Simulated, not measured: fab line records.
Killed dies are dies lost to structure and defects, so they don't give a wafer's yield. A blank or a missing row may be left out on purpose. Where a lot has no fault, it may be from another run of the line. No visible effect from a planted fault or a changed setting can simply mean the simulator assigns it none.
Which tool did it? -- flow berkeley-cmos170 -- 45 wafers from 15 lots sampled at 2 of the route's 331 steps

WHAT EACH GAUGE READ, for each wafer
UCB170_PWELL_THK_MEAS_06.
lot,measured,on,PWELL_NITRIDE_THK (nm)
L442,day 3 02:26,film-metro-01,221.4 220.3 221.0
L443,day 3 09:52,film-metro-03,220.4 220.7 220.0
L444,day 3 16:03,film-metro-03,220.1 219.4 220.3
L445,day 3 23:43,film-metro-02,207.3 207.7 209.1
L446,day 3 23:41,film-metro-03,205.2 206.9 206.7
L447,day 4 05:44,film-metro-02,208.9 207.2 207.7
L450,day 5 01:23,film-metro-02,219.6 223.0 221.3
L452,day 5 10:20,film-metro-03,220.9 221.2 220.7
L455,day 6 14:28,film-metro-02,217.6 220.5 220.7
L457,day 6 14:28,film-metro-03,221.2 221.2 217.8
L458,day 6 14:25,film-metro-01,223.7 223.3 223.1
L461,day 7 07:34,film-metro-02,220.7 220.9 220.9
L463,day 7 17:59,film-metro-01,221.4 221.7 221.9
L464,day 7 17:59,film-metro-02,224.2 221.7 222.1
L465,day 8 07:44,film-metro-03,217.9 219.5 216.6

WHICH TOOL RAN EACH LOT (tool, then ch and the chambers of the sampled wafers, then the start)
lot,UCB170_PWELL_CVD_05
L442,"lpcvd-02 ch 1, day 3 00:31"
L443,"lpcvd-01 ch 1, day 3 07:55"
L444,"lpcvd-01 ch 1, day 3 14:08"
L445,"lpcvd-01 ch 1, day 3 20:49"
L446,"lpcvd-01 ch 0, day 3 20:49"
L447,"lpcvd-01 ch 1, day 4 03:49"
L450,"lpcvd-02 ch 1, day 4 23:27"
L452,"lpcvd-02 ch 0, day 5 07:28"
L455,"lpcvd-02 ch 0, day 6 12:30"
L457,"lpcvd-02 ch 1, day 6 12:30"
L458,"lpcvd-02 ch 0, day 6 12:30"
L461,"lpcvd-02 ch 1, day 7 05:38"
L463,"lpcvd-02 ch 0, day 7 15:07"
L464,"lpcvd-02 ch 1, day 7 15:07"
L465,"lpcvd-02 ch 0, day 8 05:49"
- UCB170_PWELL_CVD_05: deposits Si3N4 from SiH2Cl2/NH3, target thk 220 nm, time 3300 s.

WHAT THE TOOLS THEMSELVES READ (means of the sampled wafers that have a number; where no wafer has one, the mark that the record gives instead)
UCB170_PWELL_CVD_05.
lot,tool,pressure-mtorr (mTorr),zone-power-source-pct (%)
L442,lpcvd-02,200.0,23.2
L443,lpcvd-01,200.2,17.6
L444,lpcvd-01,199.5,17.4
L445,lpcvd-01,160.1,17.5
L446,lpcvd-01,159.4,20.9
L447,lpcvd-01,160.4,17.4
L450,lpcvd-02,199.6,23.2
L452,lpcvd-02,199.8,21.2
L455,lpcvd-02,199.8,21.1
L457,lpcvd-02,199.9,23.1
L458,lpcvd-02,199.9,21.2
L461,lpcvd-02,200.1,23.2
L463,lpcvd-02,200.1,21.2
L464,lpcvd-02,200.0,23.2
L465,lpcvd-02,200.2,21.0

THE ANSWER, worked out from the rows above alone
Rule: the usual values come from the lots themselves. The widest of any qualifying gaps counts: lots, ordered by their means at a reading, are off when they make up no more than a third of the lots, leave a main group of 4 or more, and stand apart from it by 3 or more times the standard deviation of that group's means. The tables above print the reading to a certain number of digits; a main group whose means all agree to those digits is not used. A lot without any number at a reading at which 4 lots or more have one is off too. Any other lot the step has rows for is counted as sound. After the gauges, taken in route order, come the tools' own readings; for these a lot's mean is taken, as printed above. The first step at which some lot is off is used, and at that step the reading that is off furthest; a lot without a number counts as furthest.
Off: L445, L446, L447, at UCB170_PWELL_THK_MEAS_06 (PWELL_NITRIDE_THK). Main group: mean 220.8 nm, sd 1.3.
If a tool, at a process step before that reading, ran all the lots that are off and no sound lot after the first of them, it fits. The gauges at UCB170_PWELL_THK_MEAS_06 aren't tried: what is off there is off at UCB170_PWELL_CVD_05 too, on other tools, and a gauge's error can't cause that. One candidate fits, namely lpcvd-01 at UCB170_PWELL_CVD_05. Its last sound lot is L444 (day 3 14:08), its first lot that is off L445 (day 3 20:49): a fault that began between those two fits.
The tool's own readings at UCB170_PWELL_CVD_05 bear it out: on the lots that are off they differ by more than 5 times the standard deviation of the sound lots' means. pressure-mtorr reads 160.0 mTorr there against 199.9 mTorr on the sound lots.

WHAT WAS PUT IN BY THE SIMULATOR
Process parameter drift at UCB170_PWELL_CVD_05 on lpcvd-01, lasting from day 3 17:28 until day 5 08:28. Setting pressure-mtorr, moved by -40, from 200. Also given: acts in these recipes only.
Struck lots among those shown: L446, L445, L447. The rule above reached the same finding.
